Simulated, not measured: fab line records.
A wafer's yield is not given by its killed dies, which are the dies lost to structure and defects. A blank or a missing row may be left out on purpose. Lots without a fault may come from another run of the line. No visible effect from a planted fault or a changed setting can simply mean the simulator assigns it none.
Chamber matching + flow berkeleyCmos170 + pecvd-02 running UCB170_V1_CVD_00: 3 sister chambers
The step deposits SiO2 from TEOS/O2, target thk 2000 nm, time 250 s. 6 wafers are shown with their chamber, then 8 later ones without.

EACH WAFER AND ITS CHAMBER
| wafer  | chamber | heaterPowerW (W) |
|--------|---------|------------------|
| L979.3 | 0       | 184              |
| L979.4 | 2       | 265              |
| L979.5 | 0       | 256              |
| L980.4 | 2       | 261              |
| L980.5 | 1       | 371              |
| L981.1 | 1       | 289              |

WAFERS MISSING THEIR CHAMBER
| wafer  | heaterPowerW (W) |
|--------|------------------|
| L981.4 | 365              |
| L981.5 | 346              |
| L982.2 | 348              |
| L982.4 | 270              |
| L982.5 | 263              |
| L985.1 | 204              |
| L985.2 | 285              |
| L985.5 | 266              |

EACH ONE'S CHAMBER
| wafer  | from the rows above          | in truth |
|--------|------------------------------|----------|
| L981.4 | can't be placed: 1 or 2      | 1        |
| L981.5 | can't be placed: 1 or 2      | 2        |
| L982.2 | can't be placed: 1 or 2      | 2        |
| L982.4 | can't be placed: 2 or 0 or 1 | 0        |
| L982.5 | can't be placed: 2 or 0 or 1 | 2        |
| L985.1 | can't be placed: 0 or 2      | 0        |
| L985.2 | can't be placed: 2 or 1 or 0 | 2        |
| L985.5 | can't be placed: 2 or 0 or 1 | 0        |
0 of 8 placed correctly. From these rows, 8 cannot be placed; in 8 the true chamber is one of the candidates. Placed wrongly: 0.
How it was worked out, from the rows above alone: a wafer's distance from a chamber is the root of the sum, over the readings, of the square of ((its reading less the chamber's mean) divided by the reading's scatter). The wafer belongs to the nearest chamber; if the next one is less than 2 further off, it can't be placed. The mean given for a chamber averages the wafers shown for that chamber. The scatter: the root of (the sum of the squares of (reading less its chamber's mean) over the shown wafers, divided by (wafers less chambers)).
